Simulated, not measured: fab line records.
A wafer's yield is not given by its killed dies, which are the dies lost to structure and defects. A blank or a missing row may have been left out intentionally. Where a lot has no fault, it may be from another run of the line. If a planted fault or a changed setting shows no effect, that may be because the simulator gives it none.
fab line records | flow ritCmos
record lots=14 | wafers=41 | lastDay=8
route steps=202 shown NRETRO@62 GATE@96 SDANNEAL@156 M1@189
lots that met no fault: taken from a fault-free run of the same line
startH: start of the lot's first displayed wafer, in hours after the record's first day | waitH: hours since the lot's step before | " the same as in the row above | L1.1+2: several wafers, shown together as one row | - no value, or no start given | * or withheld: withheld | < > ~ a bound
route shown NAME@n: NAME is a module with steps in the file, n the number in the route of the first one | usual: mean and standard deviation over wafers with no fault | same: alike in all rows | chamber/n: place in a boat | sites: per-site readings | _std_site: standard deviation of those values | _edge_site: inner sites' mean taken away from outer sites' mean | radiusMm: how far each site lies from the wafer's centre | mask NAME#n: copy n | behind: tool/chamber where the wafer was last shaped | hold: reason for holding the lot/hours on hold/outcome of the hold | device: the transistor (n, p or np) that didn't switch | end of line: the tests these same wafers got at the end of their route | a step given without rows: its recipe and nothing more | killed: dies lost to structure and defects at the first sort, not the wafer's yield | map: per-die view of a wafer (x killed, . not killed, _ where there is no die)
set.NAME: the run value of the setting; set.NAME@STEP: its run value at that earlier step | model.NAME: the simulator's own value behind a step, which no gauge read
the route's steps for a sample of lots (tables are steps, rows are wafers)
services: the hour from which a tool's chamber was out of use, counted from the record's first day as startH (under 0 if before that day), plus the number of hours and why
## steps
# step RIT_NRETRO_STRIP_09
# recipe chemistry=O2 | timeS=180 | resist=NOVOLAK | platenTempC=withheld | powerW=500 | pressureMtorr=4000 | o2FlowSccm=4000
# usual drypumpMotorCurrentA=5.6/0.59
lot.wafer | tool           | chamber | startH | waitH | drypumpMotorCurrentA | rfHoursCounterH
L881.2    | plasmaAsher-01 | 0       | 40.21  | 0.1   | 5.1                  | 38
L881.3    | "              | 0       | "      | "     | 5.1                  | -
L881.4    | "              | 1       | "      | "     | 5.2                  | -
L882.2    | plasmaAsher-02 | 0       | 40.80  | 0.1   | 6.5                  | 25
L882.3    | "              | 1       | "      | "     | 5.1                  | -
L882.5    | "              | 1       | "      | "     | 5.1                  | -
L883.2    | plasmaAsher-02 | 0       | 48.76  | 0.1   | 6.5                  | 26
L883.4    | "              | 0       | "      | "     | 6.5                  | -
L883.6    | "              | 1       | "      | "     | 5.1                  | -
L885.2    | plasmaAsher-01 | 1       | 55.01  | 0.1   | 5.2                  | 40
L885.4    | "              | 1       | "      | "     | 5.2                  | -
L885.5    | "              | 1       | "      | "     | 5.2                  | -
L886.1    | plasmaAsher-01 | 0       | 60.89  | 0.1   | 5.1                  | 41
L886.4    | "              | 0       | "      | "     | 5.0                  | -
L886.5    | "              | 0       | "      | "     | 5.1                  | -
L887.1    | plasmaAsher-02 | 0       | 67.94  | 0.1   | 6.5                  | 27
L887.2    | "              | 1       | "      | "     | 5.1                  | 27
L887.6    | "              | 1       | "      | "     | 5.1                  | -
L892.1    | plasmaAsher-01 | 0       | 91.45  | 0.1   | 5.1                  | 44
L892.2    | "              | 1       | "      | "     | 5.2                  | 44
L892.6    | "              | 0       | "      | "     | 5.1                  | -
L894.2    | plasmaAsher-04 | 0       | 102.60 | 0.1   | 5.8                  | 46
L894.4    | "              | 1       | "      | "     | 6.4                  | -
L894.6    | "              | 0       | "      | "     | 5.8                  | -
L896.5    | plasmaAsher-02 | 1       | 111.07 | 0.1   | 5.1                  | -
L896.6    | "              | 0       | "      | "     | 6.5                  | -
L897.3    | plasmaAsher-01 | 0       | 118.85 | 0.1   | 5.1                  | -
L897.5    | "              | 0       | "      | "     | 5.1                  | -
L897.6    | "              | 1       | "      | "     | 5.2                  | -
L898.1    | plasmaAsher-02 | 0       | 124.92 | 0.1   | 6.5                  | 33
L898.2    | "              | 1       | "      | "     | 5.1                  | 33
L898.5    | "              | 0       | "      | "     | 6.5                  | -
L899.1    | plasmaAsher-01 | 0       | 133.62 | 0.1   | 5.1                  | 48
L899.3    | "              | 1       | "      | "     | 5.2                  | -
L899.6    | "              | 1       | "      | "     | 5.2                  | -
L901.2    | plasmaAsher-01 | 1       | 140.08 | 0.1   | 5.2                  | 49
L901.5    | "              | 1       | "      | "     | 5.1                  | -
L901.6    | "              | 0       | "      | "     | 5.1                  | -
L903.1    | plasmaAsher-04 | 1       | 147.70 | 0.1   | 6.4                  | 3
L903.4    | "              | 1       | "      | "     | 6.4                  | -
L903.6    | "              | 0       | "      | "     | 5.8                  | -
# step RIT_GATE_STRIP_20
# recipe chemistry=O2 | timeS=180 | resist=NOVOLAK | platenTempC=withheld | powerW=500 | pressureMtorr=4000 | o2FlowSccm=4176
# usual drypumpMotorCurrentA=5.9/0.4
lot.wafer | tool           | chamber | startH | waitH | drypumpMotorCurrentA | rfHoursCounterH
L881.2    | plasmaAsher-04 | 1       | 48.17  | 0.1   | 6.4                  | 40
L881.3    | "              | 0       | "      | "     | 5.8                  | -
L881.4    | "              | 1       | "      | "     | 6.5                  | -
L882.2    | plasmaAsher-03 | 1       | 49.00  | 0.1   | 5.7                  | 41
L882.3    | "              | 0       | "      | "     | 6.0                  | -
L882.5    | "              | 1       | "      | "     | 5.6                  | -
L883.2    | plasmaAsher-03 | 0       | 58.58  | 0.1   | 6.1                  | 41
L883.4    | "              | 0       | "      | "     | 6.1                  | -
L883.6    | "              | 0       | "      | "     | 6.1                  | -
L885.2    | plasmaAsher-03 | 1       | 65.73  | 0.1   | 5.7                  | 42
L885.4    | "              | 0       | "      | "     | 6.0                  | -
L885.5    | "              | 0       | "      | "     | 6.0                  | -
L886.1    | plasmaAsher-03 | 0       | 68.48  | 0.1   | 6.1                  | 42
L886.4    | "              | 0       | "      | "     | 6.1                  | -
L886.5    | "              | 1       | "      | "     | 5.7                  | -
L887.1    | plasmaAsher-03 | 1       | 78.32  | 0.1   | 5.7                  | 43
L887.2    | "              | 0       | "      | "     | 6.1                  | 43
L887.6    | "              | 0       | "      | "     | 6.1                  | -
L892.1    | plasmaAsher-03 | 0       | 98.37  | 0.1   | 6.0                  | 46
L892.2    | "              | 1       | "      | "     | 5.7                  | 46
L892.6    | "              | 0       | "      | "     | 6.1                  | -
L894.2    | plasmaAsher-02 | 0       | 110.30 | 0.1   | 6.4                  | 33
L894.4    | "              | 0       | "      | "     | 6.4                  | -
L894.6    | "              | 0       | "      | "     | 6.4                  | -
L896.5    | plasmaAsher-03 | 0       | 125.08 | 0.1   | 6.1                  | -
L896.6    | "              | 1       | "      | "     | 5.6                  | -
L897.3    | plasmaAsher-02 | 1       | 126.83 | 0.1   | 5.1                  | -
L897.5    | "              | 1       | "      | "     | 5.1                  | -
L897.6    | "              | 0       | "      | "     | 6.5                  | -
L898.1    | plasmaAsher-04 | 1       | 134.29 | 0.1   | 6.4                  | 2
L898.2    | "              | 0       | "      | "     | 5.8                  | 2
L898.5    | "              | 1       | "      | "     | 6.4                  | -
L899.1    | plasmaAsher-03 | 0       | 147.83 | 0.1   | 6.1                  | 51
L899.3    | "              | 0       | "      | "     | 6.1                  | -
L899.6    | "              | 1       | "      | "     | 5.7                  | -
L901.2    | plasmaAsher-03 | 1       | 152.15 | 0.1   | 5.7                  | 52
L901.5    | "              | 1       | "      | "     | 5.7                  | -
L901.6    | "              | 0       | "      | "     | 6.0                  | -
L903.1    | plasmaAsher-03 | 1       | 164.05 | 0.1   | 5.6                  | 52
L903.4    | "              | 0       | "      | "     | 6.0                  | -
L903.6    | "              | 0       | "      | "     | 6.0                  | -
# step RIT_SDANNEAL_RTA_03
# recipe tempC=1050 | timeS=5 | idleTempC=600 | rampUpCPerS=342 | rampDownCPerS=171 | coolToC=600 | ambient=N2
# usual rampDownCPerS=171.00/0.028 | wafer_temp_C_max=1053.4/1.1
lot.wafer | tool         | chamber | startH | waitH | rampDownCPerS | wafer_temp_C_max
L881.2    | rtpAnneal-02 | 0       | 62.62  | 0.0   | 170.99        | 1053.8
L881.3    | "            | 0       | "      | "     | 170.98        | 1054.3
L881.4    | "            | 0       | "      | "     | 171.04        | 1054.1
L882.2    | rtpAnneal-01 | 0       | 66.15  | 0.0   | 171.01        | 1052.7
L882.3    | "            | 0       | "      | "     | 171.00        | 1052.8
L882.5    | "            | 0       | "      | "     | 171.03        | 1053.1
L883.2    | rtpAnneal-02 | 0       | 72.79  | 0.0   | 171.00        | 1052.9
L883.4    | "            | 0       | "      | "     | 171.01        | 1053.2
L883.6    | "            | 0       | "      | "     | 171.03        | 1053.9
L885.2    | rtpAnneal-02 | 0       | 80.17  | 0.0   | 170.95        | 1055.1
L885.4    | "            | 0       | "      | "     | 170.96        | 1053.4
L885.5    | "            | 0       | "      | "     | 170.99        | 1053.9
L886.1    | rtpAnneal-01 | 0       | 82.49  | 0.0   | 170.97        | 1053.9
L886.4    | "            | 0       | "      | "     | 171.03        | 1052.6
L886.5    | "            | 0       | "      | "     | 170.99        | 1053.2
L887.1    | rtpAnneal-02 | 0       | 91.28  | 0.0   | 170.96        | 1051.7
L887.2    | "            | 0       | "      | "     | 171.04        | 1053.0
L887.6    | "            | 0       | "      | "     | 171.01        | 1051.1
L892.1    | rtpAnneal-01 | 0       | 111.65 | 0.0   | 171.00        | 1052.0
L892.2    | "            | 0       | "      | "     | 171.01        | 1053.3
L892.6    | "            | 0       | "      | "     | 171.01        | 1052.7
L894.2    | rtpAnneal-01 | 0       | 126.04 | 0.0   | 171.01        | 1053.1
L894.4    | "            | 0       | "      | "     | 171.01        | 1054.9
L894.6    | "            | 0       | "      | "     | 170.98        | 1052.9
L896.5    | rtpAnneal-01 | 0       | 137.10 | 0.0   | 170.98        | 1052.7
L896.6    | "            | 0       | "      | "     | 171.02        | 1053.4
L897.3    | rtpAnneal-02 | 0       | 140.24 | 0.0   | 171.00        | 1053.1
L897.5    | "            | 0       | "      | "     | 170.95        | 1053.3
L897.6    | "            | 0       | "      | "     | 171.03        | 1053.6
L898.1    | rtpAnneal-01 | 0       | 147.22 | 0.0   | 170.99        | 1052.2
L898.2    | "            | 0       | "      | "     | 170.95        | 1053.5
L898.5    | "            | 0       | "      | "     | 171.05        | 1052.5
L899.1    | rtpAnneal-02 | 0       | 163.72 | 0.0   | 171.00        | 1053.3
L899.3    | "            | 0       | "      | "     | 171.01        | 1053.2
L899.6    | "            | 0       | "      | "     | 170.98        | 1055.2
L901.2    | rtpAnneal-02 | 0       | 169.94 | 0.0   | 171.01        | 1053.8
L901.5    | "            | 0       | "      | "     | 171.01        | 1052.2
L901.6    | "            | 0       | "      | "     | 171.00        | 1052.0
L903.1    | rtpAnneal-02 | 0       | 179.99 | 0.0   | 170.96        | 1054.9
L903.4    | "            | 0       | "      | "     | 171.00        | 1055.5
L903.6    | "            | 0       | "      | "     | 171.05        | 1053.9
# step RIT_M1_SOFTBAKE_05
# recipe resist=NOVOLAK | tempC=90.68 | timeS=60
# usual heaterPowerTotalW=34.93/0.06 | runLengthS=89.29/0.12
lot.wafer | tool          | chamber | startH | waitH | heaterPowerTotalW | runLengthS
L881.2    | lithoTrack-04 | 0       | 66.86  | 0.1   | 34.88             | 89.18
L881.3    | "             | 0       | "      | "     | 34.94             | 89.36
L881.4    | "             | 0       | "      | "     | 34.94             | 89.61
L882.2    | lithoTrack-01 | 0       | 70.27  | 0.1   | 34.95             | 89.21
L882.3    | "             | 0       | "      | "     | 34.95             | 89.25
L882.5    | "             | 0       | "      | "     | 34.93             | 89.07
L883.2    | lithoTrack-04 | 0       | 76.91  | 0.1   | 34.79             | 89.24
L883.4    | "             | 0       | "      | "     | 34.93             | 89.31
L883.6    | "             | 0       | "      | "     | 35.02             | 89.46
L885.2    | lithoTrack-04 | 0       | 84.47  | 0.1   | 34.86             | 89.38
L885.4    | "             | 0       | "      | "     | 34.82             | 89.29
L885.5    | "             | 0       | "      | "     | 34.86             | 89.20
L886.1    | lithoTrack-04 | 0       | 86.54  | 0.1   | 34.88             | 89.25
L886.4    | "             | 0       | "      | "     | 34.86             | 89.54
L886.5    | "             | 0       | "      | "     | 34.93             | 89.31
L887.1    | lithoTrack-04 | 0       | 95.78  | 0.1   | 34.86             | 89.36
L887.2    | "             | 0       | "      | "     | 34.97             | 89.37
L887.6    | "             | 0       | "      | "     | 34.98             | 89.38
L892.1    | lithoTrack-02 | 0       | 115.78 | 0.1   | 34.90             | 89.26
L892.2    | "             | 0       | "      | "     | 34.95             | 89.25
L892.6    | "             | 0       | "      | "     | 35.04             | 89.25
L894.2    | lithoTrack-01 | 0       | 130.13 | 0.1   | 34.94             | 89.30
L894.4    | "             | 0       | "      | "     | 34.90             | 89.07
L894.6    | "             | 0       | "      | "     | 34.87             | 89.09
L896.5    | lithoTrack-02 | 0       | 141.36 | 0.1   | 35.28             | 87.63
L896.6    | "             | 0       | "      | "     | 35.34             | 87.22
L897.3    | lithoTrack-02 | 0       | 144.48 | 0.1   | 35.31             | 87.37
L897.5    | "             | 0       | "      | "     | 35.33             | 87.28
L897.6    | "             | 0       | "      | "     | 35.34             | 87.25
L898.1    | lithoTrack-04 | 0       | 151.41 | 0.1   | 34.94             | 89.26
L898.2    | "             | 0       | "      | "     | 34.86             | 89.19
L898.5    | "             | 0       | "      | "     | 34.98             | 89.47
L899.1    | lithoTrack-04 | 0       | 167.81 | 0.1   | 34.93             | 89.46
L899.3    | "             | 0       | "      | "     | 34.88             | 89.23
L899.6    | "             | 0       | "      | "     | 34.93             | 89.41
L901.2    | lithoTrack-04 | 0       | 174.15 | 0.1   | 35.07             | 89.31
L901.5    | "             | 0       | "      | "     | 34.88             | 89.26
L901.6    | "             | 0       | "      | "     | 34.95             | 89.24
L903.1    | lithoTrack-04 | 0       | 184.06 | 0.1   | 34.96             | 89.20
L903.4    | "             | 0       | "      | "     | 34.96             | 89.37
L903.6    | "             | 0       | "      | "     | 35.00             | 89.41
# step RIT_M1_PROBE_99
# usual defectLimitedYield=97.3/1.1 | killed_at_M0_to_M3=0.0/0.23 | killedAtContacts=0.1/0.23 | killedAtFrontEnd=7/3 | killedDies=7/3 | killedOpen=3.3/2.1 | killedShort=3.7/1.9
# same grossDies=264 | killed_at_M4_up=0 | killedAtBackSide=0 | killedAtOther=0
lot.wafer | tool      | chamber | startH | waitH | defectLimitedYield[%] | killed_at_M0_to_M3 | killedAtContacts | killedAtFrontEnd | killedDies | killedOpen | killedShort
L881.2    | prober-01 | -       | 70.44  | 0.1   | 97.0                  | 0                  | 0                | 8                | 8          | 5          | 3
L881.3    | prober-01 | -       | 70.49  | 0.2   | 97.7                  | 0                  | 0                | 6                | 6          | 4          | 2
L881.4    | prober-01 | -       | 70.54  | 0.2   | 97.7                  | 0                  | 0                | 6                | 6          | 3          | 3
L882.2    | prober-02 | -       | 73.69  | 0.1   | 95.8                  | 0                  | 0                | 11               | 11         | 4          | 7
L882.3    | prober-02 | -       | 73.74  | 0.2   | 96.6                  | 0                  | 0                | 9                | 9          | 6          | 3
L882.5    | prober-02 | -       | 73.84  | 0.2   | 96.6                  | 0                  | 0                | 9                | 9          | 2          | 7
L883.2    | prober-01 | -       | 80.25  | 0.1   | 98.5                  | 0                  | 0                | 4                | 4          | 3          | 1
L883.4    | prober-01 | -       | 80.35  | 0.2   | 97.7                  | 0                  | 1                | 5                | 6          | 2          | 3
L883.6    | prober-01 | -       | 80.45  | 0.2   | 98.1                  | 0                  | 1                | 4                | 5          | 2          | 2
L885.2    | prober-01 | -       | 88.03  | 0.1   | 98.5                  | 0                  | 0                | 4                | 4          | 1          | 3
L885.4    | prober-01 | -       | 88.13  | 0.2   | 97.7                  | 0                  | 1                | 5                | 6          | 2          | 4
L885.5    | prober-01 | -       | 88.18  | 0.2   | 98.5                  | 0                  | 0                | 4                | 4          | 1          | 3
L886.1    | prober-02 | -       | 89.92  | 0.1   | 98.5                  | 0                  | 0                | 4                | 4          | 2          | 2
L886.4    | prober-02 | -       | 90.07  | 0.2   | 97.0                  | 0                  | 0                | 8                | 8          | 6          | 2
L886.5    | prober-02 | -       | 90.12  | 0.2   | 98.5                  | 0                  | 0                | 4                | 4          | 3          | 1
L887.1    | prober-01 | -       | 99.30  | 0.1   | 97.7                  | 0                  | 0                | 6                | 6          | 3          | 3
L887.2    | prober-01 | -       | 99.35  | 0.1   | 95.5                  | 0                  | 0                | 12               | 12         | 7          | 5
L887.6    | prober-01 | -       | 99.55  | 0.2   | 98.1                  | 0                  | 0                | 5                | 5          | 3          | 2
L892.1    | prober-02 | -       | 119.68 | 0.1   | 98.1                  | 0                  | 0                | 5                | 5          | 1          | 4
L892.2    | prober-02 | -       | 119.73 | 0.1   | 95.8                  | 0                  | 0                | 11               | 11         | 4          | 7
L892.6    | prober-02 | -       | 119.93 | 0.2   | 98.5                  | 1                  | 0                | 3                | 4          | 2          | 2
L894.2    | prober-02 | -       | 133.41 | 0.1   | 98.5                  | 0                  | 0                | 4                | 4          | 0          | 4
L894.4    | prober-02 | -       | 133.51 | 0.2   | 98.1                  | 0                  | 0                | 5                | 5          | 4          | 1
L894.6    | prober-02 | -       | 133.61 | 0.2   | 97.7                  | 0                  | 0                | 6                | 6          | 2          | 4
L896.5    | prober-02 | -       | 144.84 | 0.2   | 98.5                  | 0                  | 0                | 4                | 4          | 3          | 1
L896.6    | prober-02 | -       | 144.89 | 0.2   | 98.9                  | 0                  | 0                | 3                | 3          | 3          | 0
L897.3    | prober-01 | -       | 147.91 | 0.2   | 96.6                  | 0                  | 0                | 9                | 9          | 4          | 5
L897.5    | prober-01 | -       | 148.01 | 0.2   | 97.0                  | 0                  | 0                | 8                | 8          | 5          | 3
L897.6    | prober-01 | -       | 148.06 | 0.2   | 95.8                  | 0                  | 0                | 11               | 11         | 7          | 4
L898.1    | prober-02 | -       | 154.79 | 0.1   | 98.1                  | 0                  | 0                | 5                | 5          | 2          | 3
L898.2    | prober-02 | -       | 154.84 | 0.1   | 98.5                  | 0                  | 0                | 4                | 4          | 3          | 1
L898.5    | prober-02 | -       | 154.99 | 0.2   | 96.6                  | 0                  | 0                | 9                | 9          | 4          | 5
L899.1    | prober-01 | -       | 171.41 | 0.1   | 95.5                  | 0                  | 0                | 12               | 12         | 4          | 8
L899.3    | prober-01 | -       | 171.51 | 0.2   | 95.5                  | 0                  | 0                | 12               | 12         | 9          | 3
L899.6    | prober-01 | -       | 171.66 | 0.2   | 97.0                  | 0                  | 0                | 8                | 8          | 3          | 5
L901.2    | prober-01 | -       | 178.81 | 0.1   | 95.8                  | 0                  | 1                | 10               | 11         | 6          | 5
L901.5    | prober-01 | -       | 178.96 | 0.2   | 97.3                  | 0                  | 0                | 7                | 7          | 5          | 2
L901.6    | prober-01 | -       | 179.01 | 0.2   | 94.7                  | 0                  | 0                | 14               | 14         | 5          | 9
L903.1    | prober-01 | -       | 187.30 | 0.1   | 97.7                  | 0                  | 0                | 6                | 6          | 3          | 3
L903.4    | prober-01 | -       | 187.45 | 0.2   | 97.7                  | 0                  | 0                | 6                | 6          | 2          | 4
L903.6    | prober-01 | -       | 187.55 | 0.2   | 98.1                  | 0                  | 0                | 5                | 5          | 0          | 5
# killed by level:class
L881.2 FOX1:geometricParticle:open=2 GATE:geometricParticle:open=1 GATE:geometricParticle:short=1 REOX:geometricParticle:open=1 SPACER:geometricParticle:open=1 SPACER:geometricParticle:short=1 SILICIDE:geometricParticle:short=1
L881.3 GATE:geometricParticle:open=2 SILICIDE:geometricParticle:short=2 FOX1:geometricParticle:open=1 SILICIDE:geometricParticle:open=1
L881.4 REOX:geometricParticle:short=3 GATE:geometricParticle:open=1 REOX:geometricParticle:open=1 SILICIDE:geometricParticle:open=1
L882.2 FOX1:geometricParticle:short=2 GATE:geometricParticle:short=2 SPACER:geometricParticle:short=2 SILICIDE:geometricParticle:open=2 ACTIVE:geometricParticle:open=1 GATE:geometricParticle:open=1 REOX:geometricParticle:short=1
L882.3 GATE:geometricParticle:open=2 GATE:geometricParticle:short=2 SPACER:geometricParticle:open=2 FOX2:geometricParticle:open=1 SILICIDE:geometricParticle:short=1 SILICIDE:geometricParticle:open=1
L882.5 SPACER:geometricParticle:short=3 SILICIDE:geometricParticle:short=3 FOX1:geometricParticle:short=1 SPACER:geometricParticle:open=1 SILICIDE:geometricParticle:open=1
L883.2 SPACER:geometricParticle:open=2 GATE:geometricParticle:open=1 SILICIDE:geometricParticle:short=1
L883.4 SPACER:geometricParticle:short=2 FOX2:geometricParticle:short=1 GATE:geometricParticle:open=1 REOX:geometricParticle:open=1 CONTACT:coatMicrobubblePrinted=1
L883.6 FOX1:geometricParticle:open=1 FOX1:geometricParticle:short=1 FOX2:geometricParticle:short=1 SPACER:geometricParticle:open=1 CONTACT:coatMicrobubblePrinted=1
L885.2 GATE:geometricParticle:short=1 REOX:geometricParticle:short=1 REOX:geometricParticle:open=1 SPACER:geometricParticle:short=1
L885.4 GATE:geometricParticle:open=2 FOX2:geometricParticle:short=1 GATE:geometricParticle:short=1 SILICIDE:geometricParticle:short=1 CONTACT:geometricParticle:short=1
L885.5 FOX2:geometricParticle:short=2 GATE:geometricParticle:short=1 GATE:geometricParticle:open=1
L886.1 GATE:geometricParticle:open=1 GATE:geometricParticle:short=1 REOX:geometricParticle:short=1 REOX:geometricParticle:open=1
L886.4 GATE:geometricParticle:open=6 GATE:geometricParticle:short=1 SILICIDE:geometricParticle:short=1
L886.5 GATE:geometricParticle:open=1 REOX:geometricParticle:short=1 SPACER:geometricParticle:open=1 SILICIDE:geometricParticle:open=1
L887.1 GATE:geometricParticle:short=2 GATE:geometricParticle:open=2 FOX1:geometricParticle:open=1 SILICIDE:geometricParticle:short=1
L887.2 GATE:geometricParticle:open=5 GATE:geometricParticle:short=3 REOX:geometricParticle:short=2 FOX1:geometricParticle:open=1 REOX:geometricParticle:open=1
L887.6 GATE:geometricParticle:open=3 FOX1:geometricParticle:short=1 GATE:geometricParticle:short=1
L892.1 GATE:geometricParticle:short=2 REOX:geometricParticle:open=1 REOX:geometricParticle:short=1 SILICIDE:geometricParticle:short=1
L892.2 GATE:geometricParticle:short=4 GATE:geometricParticle:open=3 REOX:geometricParticle:short=2 FOX1:geometricParticle:short=1 SPACER:geometricParticle:open=1
L892.6 GATE:geometricParticle:open=1 SPACER:geometricParticle:open=1 SPACER:geometricParticle:short=1 M1:geometricParticle:short=1
L894.2 SPACER:geometricParticle:short=2 GATE:geometricParticle:short=1 REOX:geometricParticle:short=1
L894.4 FOX2:geometricParticle:open=3 SILICIDE:geometricParticle:short=1 SILICIDE:geometricParticle:open=1
L894.6 FOX2:geometricParticle:short=2 FOX2:geometricParticle:open=1 GATE:geometricParticle:open=1 GATE:geometricParticle:short=1 REOX:geometricParticle:short=1
L896.5 GATE:geometricParticle:open=2 GATE:geometricParticle:short=1 SILICIDE:geometricParticle:open=1
L896.6 FOX2:geometricParticle:open=2 REOX:geometricParticle:open=1
L897.3 FOX2:geometricParticle:open=2 SILICIDE:geometricParticle:short=2 FOX1:geometricParticle:short=1 FOX1:geometricParticle:open=1 GATE:geometricParticle:short=1 SPACER:geometricParticle:open=1 SPACER:geometricParticle:short=1
L897.5 SPACER:geometricParticle:open=2 SILICIDE:geometricParticle:open=2 FOX2:geometricParticle:short=1 GATE:geometricParticle:open=1 GATE:geometricParticle:short=1 REOX:geometricParticle:short=1
L897.6 GATE:geometricParticle:open=3 SILICIDE:geometricParticle:open=2 ACTIVE:geometricParticle:short=1 FOX1:geometricParticle:open=1 GATE:geometricParticle:short=1 REOX:geometricParticle:open=1 SPACER:geometricParticle:short=1 SILICIDE:geometricParticle:short=1
L898.1 FOX1:geometricParticle:short=1 GATE:geometricParticle:short=1 GATE:geometricParticle:open=1 REOX:geometricParticle:open=1 REOX:geometricParticle:short=1
L898.2 FOX1:geometricParticle:open=1 GATE:geometricParticle:open=1 REOX:geometricParticle:open=1 REOX:geometricParticle:short=1
L898.5 FOX1:geometricParticle:short=3 GATE:geometricParticle:open=2 REOX:geometricParticle:short=1 SPACER:geometricParticle:open=1 SILICIDE:geometricParticle:short=1 SILICIDE:geometricParticle:open=1
L899.1 GATE:geometricParticle:short=6 GATE:geometricParticle:open=2 FOX1:geometricParticle:open=1 FOX1:geometricParticle:short=1 SPACER:geometricParticle:short=1 SILICIDE:geometricParticle:open=1
L899.3 FOX1:geometricParticle:open=6 GATE:geometricParticle:open=2 FOX1:geometricParticle:short=1 GATE:geometricParticle:short=1 SPACER:geometricParticle:open=1 SPACER:geometricParticle:short=1
L899.6 GATE:geometricParticle:open=3 GATE:geometricParticle:short=3 SILICIDE:geometricParticle:short=2
L901.2 FOX2:geometricParticle:short=2 GATE:geometricParticle:short=2 REOX:geometricParticle:open=2 SPACER:geometricParticle:open=2 GATE:geometricParticle:open=1 SPACER:geometricParticle:short=1 CONTACT:geometricParticle:open=1
L901.5 FOX2:geometricParticle:open=2 FOX1:geometricParticle:open=1 FOX2:geometricParticle:short=1 GATE:geometricParticle:open=1 REOX:geometricParticle:short=1 SPACER:geometricParticle:open=1
L901.6 GATE:geometricParticle:short=4 FOX2:geometricParticle:short=3 GATE:geometricParticle:open=3 REOX:geometricParticle:open=2 FOX1:geometricParticle:short=1 REOX:geometricParticle:short=1
L903.1 FOX1:geometricParticle:short=2 REOX:geometricParticle:open=2 FOX1:geometricParticle:open=1 REOX:geometricParticle:short=1
L903.4 GATE:geometricParticle:short=2 FOX1:geometricParticle:short=1 REOX:geometricParticle:open=1 SPACER:geometricParticle:open=1 SILICIDE:geometricParticle:short=1
L903.6 REOX:geometricParticle:short=3 GATE:geometricParticle:short=2
## services
tool           | chamber | startH | hours | kind
plasmaAsher-01 | -       | 74.82  | 4.1   | repair
plasmaAsher-04 | -       | 108.75 | 9.0   | pm
plasmaAsher-04 | 0       | 108.75 | 9.0   | ventCycle
plasmaAsher-04 | 1       | 108.75 | 9.0   | ventCycle
plasmaAsher-02 | -       | 114.45 | 7.6   | repair
plasmaAsher-04 | 0       | 117.75 | -     | clean
plasmaAsher-04 | 1       | 117.75 | -     | clean
plasmaAsher-04 | -       | 183.88 | 2.8   | pm
## key
firstSign step=RIT_M1_SOFTBAKE_05 | reading=runLengthS | direction=down | sigmas=16 | usual=* | struck=*
effect step=RIT_M1_SOFTBAKE_05 | reading=heaterPowerTotalW | direction=up | sigmas=6.6 | usual=34.93 | struck=35.32
metAt RIT_M1_SOFTBAKE_05
struckLots L896,L897
notActingAt RIT_NRETRO_STRIP_09,RIT_GATE_STRIP_20,RIT_SDANNEAL_RTA_03
onsetBetween 115.78 141.36
fault kind=processParameterDrift | tool=lithoTrack-02 | chamber=- | onsetH=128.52 | steps=RIT_M1_SOFTBAKE_05 | channel=timeS | offset=* | shape=step | endH=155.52 | actsIn=* | stated=*
